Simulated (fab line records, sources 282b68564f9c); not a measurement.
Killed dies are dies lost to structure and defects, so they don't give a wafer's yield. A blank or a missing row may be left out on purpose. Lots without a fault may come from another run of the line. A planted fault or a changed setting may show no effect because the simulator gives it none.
One fault seen from 2 desks | flow rit_cmos | each desk has only its own numbers; what lay behind them comes last

THE TOOL OWNER'S DESK: lpcvd-01
The tool's own readings at RIT_ACTIVE_CVD_03 (deposits Si3N4 from SiH2Cl2/NH3, target thk 150 nm, time 1500 s): means of the sampled wafers that have a number, for each lot that ran on this tool. A lot is out of limits, marked OUT, if its mean lies more than 4 standard deviations from the usual mean; the brackets give that distance.
Columns: A = nh3_flow_sccm at RIT_ACTIVE_CVD_03, usual 150.0 sccm
lot  | first seen here | A
L685 | day 1 19:11     | 149.8
L688 | day 2 08:07     | 150.6
L689 | day 2 13:07     | 119.9 (-67) OUT
L691 | day 2 23:07     | 120.4 (-66) OUT
L704 | day 5 16:07     | 149.5
L705 | day 5 21:07     | 150.3
L706 | day 6 02:07     | 149.3
L707 | day 6 07:07     | 149.6
This desk's finding: out of limits on L689, L691; first on L689, day 2 13:07 (nh3_flow_sccm at RIT_ACTIVE_CVD_03). In limits: L685, L688, L704, L705, L706, L707.

THE METROLOGY DESK
What the gauges read, lot by lot, whatever tool the lot ran on: means of the sampled wafers that have a number. A lot is out of limits, marked OUT, if its mean lies more than 4 standard deviations from the usual mean; the brackets give that distance.
Columns: A = ACTIVE_NITRIDE_THK at RIT_ACTIVE_THK_MEAS_04, usual 150.4 nm
lot  | first seen here | A
L684 | day 1 13:32     | 148.9
L685 | day 1 21:19     | 151.0
L686 | day 2 00:19     | 148.5
L688 | day 2 09:32     | 151.4
L689 | day 2 14:32     | 131.9 (-9.8) OUT
L691 | day 3 00:32     | 129.4 (-11) OUT
L696 | day 4 01:33     | 151.0
L699 | day 4 16:32     | 147.6
L700 | day 4 21:44     | 151.2
L703 | day 5 12:32     | 146.2
L704 | day 5 17:34     | 151.8
L705 | day 5 23:14     | 149.8
L706 | day 6 04:15     | 148.8
L707 | day 6 08:32     | 153.0
This desk's finding: out of limits on L689, L691; first on L689, day 2 14:32 (ACTIVE_NITRIDE_THK at RIT_ACTIVE_THK_MEAS_04). In limits: L684, L685, L686, L688, L696, L699, L700, L703, L704, L705, L706, L707.

PUT TOGETHER
The tool owner's desk could have raised an alarm at day 2 13:07, on L689, L691.
The metrology desk could have raised an alarm at day 2 14:32, on L689, L691.
Of the lots named, all ran RIT_ACTIVE_CVD_03 on lpcvd-01.

WHAT THE SIMULATOR HAD PUT IN
Process parameter drift: lpcvd-01, from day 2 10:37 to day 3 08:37, at RIT_ACTIVE_CVD_03. Setting nh3_flow_sccm, moved by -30, from 150. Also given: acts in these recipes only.
Lots struck among those shown: L689, L691.
Hours from the fault's start to each desk's first reading out of limits: the tool owner's desk, 2; the metrology desk, 4.
